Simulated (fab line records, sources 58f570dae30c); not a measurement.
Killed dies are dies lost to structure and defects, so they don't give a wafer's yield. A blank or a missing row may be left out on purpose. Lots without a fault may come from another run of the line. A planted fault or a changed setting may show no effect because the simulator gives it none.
fab line records | flow berkeley_cmos170 | part 1 of 2: steps 1 to 25 of 35
record lots=5 wafers=15 last_day=11
route steps=331 shown M1@241 V1@254 M2@271
lots that met no fault: from a run of the same line without faults
start_h: hours from the record's first day to the start of the lot's first wafer shown | wait_h: hours since the lot's step before | " the same as in the row above | L1.1+2: a row that stands for several wafers | - no value, or no start given | * or withheld: withheld | < > ~ a bound
route shown NAME@n: a module of which the file shows steps, and the number in the route of the first | usual: mean/standard deviation of fault-free wafers | same: alike in all rows | chamber/n: place in a boat | sites: the reading at each site | _std_site: their standard deviation | _edge_site: outer sites' mean less inner sites' | radius_mm: how far each site lies from the wafer's centre | mask NAME#n: copy n | behind: the tool/chamber that last shaped the wafer | hold: why the lot was held/for how many hours/how that ended | device: the transistor (n, p or np) that didn't switch | end of line: the same wafers' tests at the end of the route | a step without rows: its recipe alone | killed: dies lost to structure and defects at the first sort, not the wafer's yield | map: a wafer's dies, x killed, . not, _ none there
set.NAME: the setting as run; set.NAME@STEP: as run at that earlier step | model.NAME: the simulator's own value behind a step, which no gauge read
lots at some steps of the route; a table a step, a row a wafer
services: from which hour (start_h, from the record's first day; less than 0 if before it) a tool's chamber was out of use, for how many hours, and why
## steps
# step UCB170_M1_COAT_03
# recipe resist=BARC temp_c=withheld time_s=withheld spin_rpm=3000 resist_thk_nm=withheld
# usual exhaust_pa=44.9/0.9
# columns lot.wafer tool chamber start_h wait_h exhaust_pa
L080.1 litho_track-04 0 175.79 0.6 45.1
L080.2 " 0 " " 45.5
L080.3 " 0 " " 45.6
L087.1 litho_track-02 0 192.64 0.5 44.6
L087.4 " 0 " " 45.9
L087.6 " 0 " " 43.9
L086.1 litho_track-03 0 194.09 0.4 46.0
L086.2 " 0 " " 44.7
L086.6 " 0 " " 46.1
L092.3 litho_track-03 0 218.87 0.2 44.4
L092.5 " 0 " " 44.9
L092.6 " 0 " " 44.5
L096.1 litho_track-03 0 243.82 0.1 46.1
L096.2 " 0 " " 46.3
L096.6 " 0 " " 46.4
# step UCB170_M1_COAT_04
# recipe resist=KrF spin_rpm=1500 resist_thk_nm=900
# usual exhaust_pa=45.1/0.92
# columns lot.wafer tool chamber start_h wait_h exhaust_pa
L080.1 litho_track-04 0 - - 44.6
L080.2 " 0 " " 45.1
L080.3 " 0 " " 44.8
L087.1 litho_track-02 0 - - 45.6
L087.4 " 0 " " 45.8
L087.6 " 0 " " 44.6
L086.1 litho_track-03 0 - - 45.7
L086.2 " 0 " " 46.5
L086.6 " 0 " " 44.3
L092.3 litho_track-03 0 - - 44.3
L092.5 " 0 " " 44.0
L092.6 " 0 " " 45.3
L096.1 litho_track-03 0 - - 44.7
L096.2 " 0 " " 45.2
L096.6 " 0 " " 45.2
# step UCB170_M1_SOFTBAKE_05
# recipe resist=KrF temp_c=130 time_s=60
# usual exhaust_pa=45.1/0.89 heater_power_total_W=56.80/0.043
# columns lot.wafer tool chamber start_h wait_h exhaust_pa heater_power_total_W
L080.1 litho_track-04 0 - - 43.1 56.77
L080.2 " 0 " " 44.2 56.84
L080.3 " 0 " " 44.2 56.78
L087.1 litho_track-02 0 - - 45.0 56.77
L087.4 " 0 " " 45.4 56.83
L087.6 " 0 " " 44.4 56.77
L086.1 litho_track-03 0 - - 46.1 56.74
L086.2 " 0 " " 45.9 56.81
L086.6 " 0 " " 44.5 56.82
L092.3 litho_track-03 0 - - 45.2 56.79
L092.5 " 0 " " 44.8 56.77
L092.6 " 0 " " 44.9 56.83
L096.1 litho_track-03 0 - - 44.1 56.76
L096.2 " 0 " " 45.4 56.79
L096.6 " 0 " " 44.7 56.73
# step UCB170_M1_EXPOSE_06
# recipe mask_id=METAL1 target_cd_nm=700 na=0.5 sigma_outer=0.6 source_shape=conventional dose_mj=21
# columns lot.wafer tool chamber start_h wait_h mask
L080.1+2+3 krf_scanner-01 0 176.36 - METAL1#0
L087.1+4+6 krf_scanner-01 0 193.09 - METAL1#0
L086.1+2+6 krf_scanner-01 0 194.54 - METAL1#0
L092.3+5+6 krf_scanner-01 0 219.43 - METAL1#0
L096.1+2+6 krf_scanner-01 0 244.39 - METAL1#0
# step UCB170_M1_PEB_07
# recipe peb_temp_c=130 peb_time_s=withheld resist=KrF
# usual exhaust_pa=45.0/0.94 heater_power_total_W=56.80/0.046
# columns lot.wafer tool chamber start_h wait_h exhaust_pa heater_power_total_W
L080.1 litho_track-03 0 176.48 0.1 44.9 56.75
L080.2 " 0 " " 45.5 56.80
L080.3 " 0 " " 45.4 56.83
L087.1 litho_track-02 0 193.81 0.7 44.1 56.84
L087.4 " 0 " " 44.5 56.87
L087.6 " 0 " " 42.9 56.82
L086.1 litho_track-03 0 195.26 0.7 44.7 56.79
L086.2 " 0 " " 44.5 56.86
L086.6 " 0 " " 43.2 56.81
L092.3 litho_track-02 0 219.56 0.1 45.4 56.78
L092.5 " 0 " " 43.9 56.85
L092.6 " 0 " " 45.8 56.78
L096.1 litho_track-02 0 244.74 0.3 44.8 56.86
L096.2 " 0 " " 44.1 56.80
L096.6 " 0 " " 44.4 56.77
# step UCB170_M1_DEVELOP_08
# recipe developer=TMAH develop_time_s=45 resist=KrF dev_temp_c=21
# usual exhaust_pa=45.0/0.95
# columns lot.wafer tool chamber start_h wait_h exhaust_pa
L080.1 litho_track-03 0 - - 45.9
L080.2 " 0 " " 45.2
L080.3 " 0 " " 45.6
L087.1 litho_track-02 0 - - 44.4
L087.4 " 0 " " 44.5
L087.6 " 0 " " 46.2
L086.1 litho_track-03 0 - - 47.0
L086.2 " 0 " " 46.4
L086.6 " 0 " " 44.6
L092.3 litho_track-02 0 - - 44.1
L092.5 " 0 " " 44.1
L092.6 " 0 " " 44.5
L096.1 litho_track-02 0 - - 44.5
L096.2 " 0 " " 45.9
L096.6 " 0 " " 46.0
# step UCB170_M1_CD_MEAS_09
# recipe target_cd_nm=700
# usual cd_nm=700.5/1.4
# columns lot.wafer tool chamber start_h wait_h cd_nm
L080.1 cd_sem-01 - 176.76 - 700.6
L080.2 " - " " 700.2
L080.3 " - " " 700.7
L087.1 cd_sem-01 - 194.09 - 699.9
L087.4 " - " " 700.2
L087.6 " - " " 699.7
L086.1 cd_sem-01 - 195.54 - 701.0
L086.2 " - " " 701.2
L086.6 " - " " 701.0
L092.3 cd_sem-02 - 219.82 - 701.3
L092.5 " - " " 703.1
L092.6 " - " " 700.9
L096.1 cd_sem-02 - 245.02 - 701.2
L096.2 " - " " 702.4
L096.6 " - " " 701.7
# step UCB170_M1_OVL_MEAS_10
# usual M1_OVL=-3/5.9
# columns lot.wafer tool chamber start_h wait_h M1_OVL[nm]
L080.1 overlay-01 - 176.88 0.1 -1
L080.2 " - " " -7
L080.3 " - " " -7
L087.1 overlay-01 - 194.21 0.1 -4
L087.4 " - " " -10
L087.6 " - " " -5
L086.1 overlay-02 - 195.66 0.1 0
L086.2 " - " " 1
L086.6 " - " " 2
L092.3 overlay-01 - 219.92 0.1 -6
L092.5 " - " " 2
L092.6 " - " " -1
L096.1 overlay-01 - 245.14 0.1 -10
L096.2 " - " " -15
L096.6 " - " " -17
# step UCB170_M1_ETCH_11
# recipe chemistry=N2/H2 target_depth_a=withheld overetch_a=withheld target=BARC time_s=withheld source_w=500 bias_w=100 pressure_mtorr=30 n2_flow_sccm=100 h2_flow_sccm=200
# usual drypump_motor_current_A=5.7/0.32 oes_product_au=0.999/0.022 rf_fwd_power_W=494.4/2.4 throttle_valve_pct=13.34/0.18
# columns lot.wafer tool chamber start_h wait_h drypump_motor_current_A oes_product_au rf_fwd_power_W throttle_valve_pct
L080.1 rie_diel-04 1 176.91 0.0 5.9 1.023 490.7 13.18
L080.2 " 3 " " 5.8 0.967 493.8 13.69
L080.3 " 0 " " 5.3 0.974 491.1 13.34
L087.1 rie_diel-04 0 194.25 0.0 5.2 0.983 490.1 13.33
L087.4 " 1 " " 5.9 1.024 491.3 13.19
L087.6 " 1 " " 5.9 1.015 494.1 13.17
L086.1 rie_diel-01 2 195.69 0.0 5.4 1.018 498.4 13.47
L086.2 " 1 " " 5.6 0.979 491.0 13.50
L086.6 " 1 " " 5.7 0.981 491.0 13.50
L092.3 rie_diel-04 0 219.94 0.0 5.3 0.965 493.3 13.34
L092.5 " 1 " " 5.9 1.006 491.7 13.18
L092.6 " 2 " " 5.3 0.952 494.4 13.08
L096.1 rie_diel-04 0 245.18 0.0 5.3 0.980 491.5 13.34
L096.2 " 3 " " 5.8 0.992 495.0 13.69
L096.6 " 2 " " 5.3 0.955 494.8 13.06
# step UCB170_M1_METAL_ETCH_12
# recipe chemistry=Cl2/BCl3 target=Al stop_on=PSG pressure_mtorr=12 target_depth_a=7800 over_etch_frac=0.3 time_s=130 icp_w=600 bias_w=120 Cl2_flow_sccm=90 bcl3_flow_sccm=45
# usual drypump_motor_current_A=5.6/0.5 oes_product_au=0.859/0.011 rf_fwd_power_W=596.8/1.7 throttle_valve_pct=24.45/0.2
# columns lot.wafer tool chamber start_h wait_h drypump_motor_current_A oes_product_au rf_fwd_power_W rf_hours_counter_h throttle_valve_pct
L080.1 rie_metal-01 0 176.95 - 6.3 0.857 595.2 7 24.38
L080.2 " 0 " " 6.3 0.860 595.9 - 24.36
L080.3 " 0 " " 6.3 0.863 597.4 - 24.36
L087.1 rie_metal-01 0 194.29 - 6.3 0.862 598.0 8 24.38
L087.4 " 0 " " 6.3 0.862 594.1 - 24.38
L087.6 " 1 " " 5.1 0.856 597.5 - 24.58
L086.1 rie_metal-02 1 195.74 - 5.9 0.869 596.3 5 24.84
L086.2 " 0 " " 5.2 0.848 596.3 10 24.24
L086.6 " 1 " " 5.9 0.863 595.7 - 24.85
L092.3 rie_metal-04 0 220.03 - 5.2 0.881 592.8 - 24.59
L092.5 " 0 " " 5.2 0.881 596.2 - 24.59
L092.6 " 1 " " 5.1 0.852 598.4 - 24.26
L096.1 rie_metal-02 1 245.22 - 6.0 0.862 597.7 7 24.83
L096.2 " 0 " " 5.2 0.858 600.9 12 24.25
L096.6 " 0 " " 5.2 0.851 599.3 - 24.24
# step UCB170_M1_STRIP_13
# recipe chemistry=O2 power_w=400 pressure_mtorr=3500 platen_temp_c=withheld o2_flow_sccm=400 overash_fraction=0.5
# usual drypump_motor_current_A=5.9/0.32 oes_product_au=0.720/0.0048
# columns lot.wafer tool chamber start_h wait_h drypump_motor_current_A oes_product_au rf_hours_counter_h
L080.1 plasma_asher-01 0 177.22 0.2 5.8 0.716 38
L080.2 " 1 " " 5.5 0.729 38
L080.3 " 1 " " 5.5 0.721 -
L087.1 plasma_asher-01 1 194.42 0.1 5.5 0.722 40
L087.4 " 0 " " 5.8 0.715 -
L087.6 " 0 " " 5.8 0.724 -
L086.1 plasma_asher-03 0 195.87 0.1 6.3 0.726 51
L086.2 " 1 " " 6.2 0.722 51
L086.6 " 0 " " 6.2 0.719 -
L092.3 plasma_asher-01 1 220.15 0.1 5.4 0.722 -
L092.5 " 0 " " 5.8 0.724 -
L092.6 " 1 " " 5.4 0.724 -
L096.1 plasma_asher-01 1 245.40 0.1 5.4 0.718 45
L096.2 " 0 " " 5.8 0.723 45
L096.6 " 1 " " 5.4 0.718 -
# step UCB170_M1_CD_MEAS_90
# recipe target_cd_nm=700
# usual cd_nm=699.9/2.8
# columns lot.wafer tool chamber start_h wait_h cd_nm
L080.1 cd_sem-01 - 177.32 0.1 699.7
L080.2 " - " " 699.0
L080.3 " - " " 698.0
L087.1 cd_sem-02 - 194.52 0.1 698.6
L087.4 " - " " 699.3
L087.6 " - " " 700.3
L086.1 cd_sem-01 - 196.29 0.4 701.4
L086.2 " - " " 703.4
L086.6 " - " " 701.2
L092.3 cd_sem-02 - 220.26 0.1 701.4
L092.5 " - " " 702.3
L092.6 " - " " 699.6
L096.1 cd_sem-02 - 245.57 0.1 702.0
L096.2 " - " " 703.9
L096.6 " - " " 705.5
# step UCB170_M1_ANNEAL_14
# recipe temp_c=400 time_s=1200 ambient=forming_gas
# usual tube_center_temp_C=400/0.035 zone_power_centre_pct=16.5/0.43
# columns lot.wafer tool chamber start_h wait_h tube_center_temp_C zone_power_centre_pct
L080.1 - - 179.74 2.4 399.99 16.4
L080.2 " - " " 399.99 16.3
L080.3 " - " " 400.08 16.7
L086.1 - - 197.67 1.4 399.98 16.4
L086.2 " - " " 400 16.0
L086.6 " - " " 400.02 16.3
L087.1 - - 197.67 3.1 400 16.4
L087.4 " - " " 400.11 16.5
L087.6 " - " " 400.01 16.2
L092.3 - - 220.61 0.3 399.98 17.0
L092.5 " - " " 399.97 16.5
L092.6 " - " " 399.99 16.5
L096.1 - - 248.92 3.3 400.04 16.6
L096.2 " - " " 400.02 16.1
L096.6 " - " " 399.99 16.2
# step UCB170_V1_CVD_00
# recipe material=SiO2 target_thk_nm=2000 temp_c=390 precursor=TEOS/O2 time_s=250 rf_w=550 pressure_mtorr=9000
# usual heater_power_w=265/62 rf_fwd_power_W=548.7/1.7
# columns lot.wafer tool chamber start_h wait_h heater_power_w rf_fwd_power_W
L080.1 pecvd-01 2 181.07 0.0 321 550.4
L080.2 " 1 " " 267 550.8
L080.3 " 0 " " 203 548.1
L086.1 pecvd-01 2 199.01 0.0 334 547.9
L086.2 " 1 " " 316 546.6
L086.6 " 1 " " 231 550.5
L087.1 pecvd-02 0 199.01 0.0 270 549.8
L087.4 " 0 " " 186 550.5
L087.6 " 2 " " 301 551.1
L092.3 pecvd-01 1 222.10 0.2 307 551.1
L092.5 " 2 " " 263 548.8
L092.6 " 1 " " 228 551.4
L096.1 pecvd-01 1 250.26 0.0 251 548.8
L096.2 " 2 " " 284 548.5
L096.6 " 0 " " 174 547.9
# step UCB170_V1_THK_MEAS_01
# recipe reads=SiO2_of_V1_CVD_00
# usual V1_TEOS_THK=1977/33
# columns lot.wafer tool chamber start_h wait_h V1_TEOS_THK[nm]
L080.1 film_metro-03 - 181.23 0.1 1907
L080.2 " - " " 1952
L080.3 " - " " 1979
L087.1 film_metro-01 - 199.16 0.1 1963
L087.4 " - " " 1995
L087.6 " - " " 2027
L086.1 film_metro-04 - 199.19 0.1 1909
L086.2 " - " " 1935
L086.6 " - " " 1990
L092.3 film_metro-01 - 222.27 0.1 1929
L092.5 " - " " 1978
L092.6 " - " " 1987
L096.1 film_metro-03 - 250.41 0.1 1927
L096.2 " - " " 1918
L096.6 " - " " 2023
# step UCB170_V1_CMP_02
# recipe material=SiO2 down_force_psi=6 platen_rpm=60 pad_velocity_m_s=0.75398
# usual motor_current_A=15.5/1.3
# columns lot.wafer tool chamber start_h wait_h motor_current_A
L080.3 cmp-01 0 181.34 0.1 14.9
L080.1 " 1 " " 18.3
L080.2 " 2 " " 15.0
L086.1 cmp-02 2 199.25 0.1 15.9
L086.2 " 1 " " 16.8
L086.6 " 3 " " 16.0
L087.4 cmp-01 2 199.27 0.1 14.1
L087.1 " 3 " " 12.8
L087.6 " 1 " " 17.5
L092.3 cmp-02 3 223.06 0.8 15.5
L092.5 " 3 " " 15.6
L092.6 " 0 " " 16.0
L096.2 cmp-02 2 250.47 0.0 16.0
L096.1 " 0 " " 16.1
L096.6 " 3 " " 15.1
# step UCB170_V1_BOW_MEAS_03
# recipe mode=bow
# usual V1_BOW=20/6.3
# columns lot.wafer tool chamber start_h wait_h V1_BOW[um]
L080.1 film_metro-04 - 181.59 0.1 25
L080.2 " - " " 5
L080.3 " - " " 16
L087.1 film_metro-04 - 199.52 0.1 20
L087.4 " - " " 10
L087.6 " - " " 9
L086.1 film_metro-03 - 199.55 0.2 23
L086.2 " - " " 18
L086.6 " - " " 24
L092.3 film_metro-03 - 223.40 0.3 18
L092.5 " - " " 16
L092.6 " - " " 22
L096.1 film_metro-03 - 250.77 0.1 18
L096.2 " - " " 23
L096.6 " - " " 21
# step UCB170_V1_THK_MEAS_04
# recipe reads=SiO2_of_V1_CVD_00
# usual V1_POLISHED_THK=1001.2/1.2
# columns lot.wafer tool chamber start_h wait_h V1_POLISHED_THK[nm]
L080.1 film_metro-04 - 181.71 0.1 1002.9
L080.2 " - " " 1001.4
L080.3 " - " " 1001.2
L087.1 film_metro-04 - 199.64 0.1 1004.0
L087.4 " - " " 1003.8
L087.6 " - " " 1000.3
L086.1 film_metro-03 - 199.67 0.1 998.6
L086.2 " - " " 1002.1
L086.6 " - " " 999.7
L092.3 film_metro-03 - 223.50 0.1 1001.6
L092.5 " - " " 1001.3
L092.6 " - " " 1001.4
L096.1 film_metro-03 - 250.89 0.1 1002.4
L096.2 " - " " 1002.2
L096.6 " - " " 1001.2
# step UCB170_V1_CLEAN_05
# recipe chemistry=DIW
# columns lot.wafer tool chamber start_h wait_h
L080.1+2+3 wet_bench-02 3 181.77 0.1
L086.1+2+6 wet_bench-02 3 199.85 0.2
L087.1+4+6 wet_bench-02 0 199.85 0.2
L092.3+5+6 wet_bench-01 0 223.77 0.3
L096.1+2+6 wet_bench-02 1 250.95 0.1
# step UCB170_V1_HMDS_06
# recipe prime_time_s=60 prime_temp_c=100
# usual exhaust_pa=45.0/0.86
# columns lot.wafer tool chamber start_h wait_h exhaust_pa
L080.1 litho_track-03 0 182.67 0.7 44.5
L080.2 " 0 " " 45.6
L080.3 " 0 " " 43.5
L087.1 litho_track-03 0 200.21 0.2 45.3
L087.4 " 0 " " 44.2
L087.6 " 0 " " 44.7
L086.1 litho_track-04 0 200.30 0.3 44.7
L086.2 " 0 " " 45.9
L086.6 " 0 " " 44.7
L092.3 litho_track-01 0 224.00 0.1 44.6
L092.5 " 0 " " 46.1
L092.6 " 0 " " 45.8
L096.1 litho_track-04 0 251.13 0.0 44.7
L096.2 " 0 " " 44.5
L096.6 " 0 " " 45.8
# step UCB170_V1_COAT_07
# recipe resist=KrF spin_rpm=1500 resist_thk_nm=900
# usual exhaust_pa=44.8/0.96
# columns lot.wafer tool chamber start_h wait_h exhaust_pa
L080.1 litho_track-03 0 182.82 0.1 44.5
L080.2 " 0 " " 44.7
L080.3 " 0 " " 44.5
L087.1 litho_track-03 0 200.36 0.1 44.4
L087.4 " 0 " " 45.0
L087.6 " 0 " " 44.7
L086.1 litho_track-04 0 200.45 0.1 45.7
L086.2 " 0 " " 44.7
L086.6 " 0 " " 45.4
L092.3 litho_track-01 0 224.15 0.1 44.8
L092.5 " 0 " " 44.3
L092.6 " 0 " " 44.7
L096.1 litho_track-04 0 251.28 0.1 44.5
L096.2 " 0 " " 45.0
L096.6 " 0 " " 44.7
# step UCB170_V1_SOFTBAKE_08
# recipe resist=KrF temp_c=130 time_s=60
# usual exhaust_pa=45.0/0.88 heater_power_total_W=56.81/0.044
# columns lot.wafer tool chamber start_h wait_h exhaust_pa heater_power_total_W
L080.1 litho_track-03 0 182.97 0.1 42.9 56.82
L080.2 " 0 " " 44.6 56.73
L080.3 " 0 " " 43.9 56.86
L087.1 litho_track-03 0 200.51 0.1 45.5 56.87
L087.4 " 0 " " 45.8 56.78
L087.6 " 0 " " 44.2 56.89
L086.1 litho_track-04 0 200.60 0.1 44.7 56.83
L086.2 " 0 " " 44.9 56.79
L086.6 " 0 " " 44.1 56.75
L092.3 litho_track-01 0 224.30 0.1 42.8 56.81
L092.5 " 0 " " 43.8 56.78
L092.6 " 0 " " 44.8 56.79
L096.1 litho_track-04 0 251.43 0.1 45.8 56.73
L096.2 " 0 " " 47.1 56.75
L096.6 " 0 " " 45.4 56.72
# step UCB170_V1_EXPOSE_09
# recipe mask_id=VIA1 target_cd_nm=700 na=0.5 sigma_outer=0.6 source_shape=conventional dose_mj=37
# columns lot.wafer tool chamber start_h wait_h mask
L080.1+2+3 krf_scanner-02 0 183.24 0.2 VIA1#0
L087.1+4+6 krf_scanner-01 0 200.79 0.2 VIA1#0
L086.1+2+6 krf_scanner-02 0 201.03 0.4 VIA1#0
L092.3+5+6 krf_scanner-01 0 224.68 0.4 VIA1#0
L096.1+2+6 krf_scanner-02 0 251.70 0.2 VIA1#0
# step UCB170_V1_PEB_10
# recipe peb_temp_c=130 peb_time_s=withheld resist=KrF
# usual exhaust_pa=44.7/0.84 heater_power_total_W=56.81/0.047
# columns lot.wafer tool chamber start_h wait_h exhaust_pa heater_power_total_W
L080.1 litho_track-04 0 184.02 0.8 45.3 56.82
L080.2 " 0 " " 45.0 56.86
L080.3 " 0 " " 45.1 56.83
L087.1 litho_track-03 0 200.94 0.1 44.3 56.83
L087.4 " 0 " " 44.4 56.85
L087.6 " 0 " " 43.8 56.83
L086.1 litho_track-03 0 201.21 0.2 44.3 56.80
L086.2 " 0 " " 44.6 56.83
L086.6 " 0 " " 45.3 56.76
L092.3 litho_track-03 0 224.93 0.2 44.6 56.83
L092.5 " 0 " " 44.7 56.72
L092.6 " 0 " " 43.8 56.79
L096.1 litho_track-03 0 251.82 0.1 45.8 56.81
L096.2 " 0 " " 45.3 56.71
L096.6 " 0 " " 44.3 56.80
# step UCB170_V1_DEVELOP_11
# recipe developer=TMAH develop_time_s=45 resist=KrF dev_temp_c=21
# usual exhaust_pa=45.1/0.94
# columns lot.wafer tool chamber start_h wait_h exhaust_pa
L080.1 litho_track-04 0 - - 46.0
L080.2 " 0 " " 44.7
L080.3 " 0 " " 45.5
L087.1 litho_track-03 0 - - 44.6
L087.4 " 0 " " 45.0
L087.6 " 0 " " 47.6
L086.1 litho_track-03 0 - - 45.5
L086.2 " 0 " " 46.6
L086.6 " 0 " " 44.3
L092.3 litho_track-03 0 - - 44.5
L092.5 " 0 " " 45.2
L092.6 " 0 " " 44.6
L096.1 litho_track-03 0 - - 45.4
L096.2 " 0 " " 44.8
L096.6 " 0 " " 45.2
